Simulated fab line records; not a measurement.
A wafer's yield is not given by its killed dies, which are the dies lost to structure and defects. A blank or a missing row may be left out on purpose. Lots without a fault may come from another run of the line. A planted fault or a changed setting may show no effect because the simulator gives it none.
The tool behind it: which one? -- flow berkeley-cmos170 -- 45 wafers from 15 lots sampled at 4 of the route's 331 steps

== WHAT THE GAUGES READ, wafer by wafer ==
UCB170_START_BOW_MEAS_00.
lot,measured,on,INCOMING_BOW (um)
L454,day 1 15:02,film-metro-02,15 5 2
L455,day 1 20:00,film-metro-01,5 3 -9
L457,day 2 06:02,film-metro-01,-3 -13 -1
L458,day 2 11:00,film-metro-01,15 -1 1
L459,day 2 16:00,film-metro-02,1 1 0
L460,day 2 21:04,film-metro-01,9 -2 -4
L461,day 3 02:00,film-metro-01,13 3 12
L467,day 4 08:01,film-metro-03,5 2 4
L470,day 4 23:01,film-metro-03,9 0 4
L471,day 5 04:01,film-metro-02,10 2 -8
L472,day 5 09:04,film-metro-02,5 9 -6
L473,day 5 14:00,film-metro-03,-5 -3 8
L474,day 5 19:01,film-metro-01,4 -4 8
L475,day 6 00:02,film-metro-03,-1 1 -3
L476,day 6 05:00,film-metro-01,2 -9 -6

UCB170_M2_CD_MEAS_90: target cd 700 nm.
lot,measured,on,cd-nm (nm)
L454,day 9 00:07,cd-sem-01,693.5 696.2 694.6
L455,day 9 04:32,cd-sem-02,698.4 699.8 698.1
L457,day 9 10:16,cd-sem-01,700.6 701.2 698.4
L458,day 9 09:53,cd-sem-01,699.1 699.0 697.3
L459,day 9 19:10,cd-sem-01,697.5 697.1 700.1
L460,day 9 21:17,cd-sem-01,697.5 697.5 698.6
L461,day 9 20:11,cd-sem-01,705.0 702.2 706.7
L467,day 11 10:32,cd-sem-01,697.2 698.5 698.1
L470,day 12 13:47,cd-sem-02,697.7 697.9 698.7
L471,day 11 20:38,cd-sem-01,700.7 700.6 701.0
L472,day 12 11:46,cd-sem-02,700.5 701.7 697.4
L473,day 12 11:36,cd-sem-01,698.9 702.4 696.6
L474,day 13 10:22,cd-sem-02,703.7 703.4 698.9
L475,day 13 12:20,cd-sem-01,704.3 703.9 699.5
L476,day 13 08:02,cd-sem-02,696.6 699.8 698.4

UCB170_M3_OVL_MEAS_16.
lot,measured,on,M3_OVL (nm)
L454,day 9 05:50,overlay-02,11 10 6
L455,day 9 10:26,overlay-02,0 -5 1
L457,day 9 16:36,overlay-02,5 9 7
L458,day 9 15:28,overlay-01,10 10 17
L459,day 10 00:25,overlay-02,-2 -2 -10
L460,day 10 02:11,overlay-02,4 0 4
L461,day 10 01:31,overlay-02,11 7 4
L467,day 11 15:16,overlay-01,-2 -5 2
L470,day 12 19:03,overlay-02,0 -2 3
L471,day 12 04:20,overlay-01,17 11 12
L472,day 12 17:10,overlay-01,4 8 4
L473,day 12 16:52,overlay-01,7 -4 9
L474,day 13 15:25,overlay-01,-4 0 0
L475,day 13 17:12,overlay-01,-3 -1 -1
L476,day 13 12:57,overlay-02,0 0 4

== EACH LOT AND THE TOOL THAT RAN IT (in order: tool; ch and the chambers of the sampled wafers; start) ==
lot,UCB170_ACTIVE_CLEAN_00
L454,"wet-bench-02 ch 2, day 4 11:13"
L455,"wet-bench-02 ch 1, day 4 11:13"
L457,"wet-bench-02 ch 1, day 4 21:34"
L458,"wet-bench-02 ch 3, day 4 21:34"
L459,"wet-bench-04 ch 2, day 5 12:52"
L460,"wet-bench-04 ch 0, day 5 12:52"
L461,"wet-bench-01 ch 1, day 5 17:04"
L467,"wet-bench-01 ch 2, day 7 02:34"
L470,"wet-bench-04 ch 0, day 8 03:44"
L471,"wet-bench-04 ch 0, day 7 12:53"
L472,"wet-bench-04 ch 0, day 8 03:44"
L473,"wet-bench-04 ch 3, day 8 03:44"
L474,"wet-bench-02 ch 2, day 8 22:47"
L475,"wet-bench-02 ch 1, day 8 22:47"
L476,"wet-bench-02 ch 0, day 9 00:08"
- UCB170_ACTIVE_CLEAN_00: cleans in SPM, time 600 s.

== WHAT THE TOOLS THEMSELVES READ (means of the sampled wafers that have a number; where no wafer has one, the mark that the record gives instead) ==
UCB170_ACTIVE_CLEAN_00.
lot,tool,bath-guard-temp-C (C),bath-heat-duty-pct (%)
L454,wet-bench-02,121.0,13.2
L455,wet-bench-02,119.7,12.9
L457,wet-bench-02,119.5,12.4
L458,wet-bench-02,119.0,13.6
L459,wet-bench-04,119.9,12.5
L460,wet-bench-04,120.4,12.4
L461,wet-bench-01,119.8,14.7
L467,wet-bench-01,120.4,16.2
L470,wet-bench-04,-,-
L471,wet-bench-04,120.2,12.2
L472,wet-bench-04,-,-
L473,wet-bench-04,-,-
L474,wet-bench-02,121.2,13.9
L475,wet-bench-02,119.6,11.9
L476,wet-bench-02,120.8,11.8

== THE ANSWER, worked out from the rows above alone ==
Rule: the lots themselves supply what counts as usual. The widest of any qualifying gaps counts: lots, ordered by their means at a reading, are off when they make up no more than a third of the lots, leave a main group of 4 or more, and stand apart from it by 3 or more times the standard deviation of that group's means. A main group whose means are all the same, to the digits that the tables above print for the reading, isn't used. A lot without any number at a reading at which 4 lots or more have one is off too. All remaining lots with rows at the step are treated as sound. First the gauges in route order, then the tools' own readings, where a lot's mean is used as printed above. The first step at which some lot is off is used, and at that step the reading that is off furthest; a lot without a number counts as furthest.
Off: L470, L472, L473, at UCB170_ACTIVE_CLEAN_00 (bath-guard-temp-C). Without a number there: L470, L472, L473. Main group: mean 120.1 C, sd 0.63.
If a tool, at that step or one of the process steps before it, ran each lot that is off and ran no sound lot following the first of them, it fits. One fits: UCB170_ACTIVE_CLEAN_00 on wet-bench-04. A fault onset in the window from L471 (day 7 12:53, its last sound lot) to L470 (day 8 03:44, its first lot off) fits.
Blank at UCB170_ACTIVE_CLEAN_00 on the lots that are off, where sound lots have numbers: bath-guard-temp-C, bath-heat-duty-pct.

== WHAT THE SIMULATOR PUT IN ==
Whole step skipped at UCB170_ACTIVE_CLEAN_00 on wet-bench-04, starting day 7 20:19. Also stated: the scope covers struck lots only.
Struck lots among those shown: L470, L472, L473. The rule above reached the same finding.
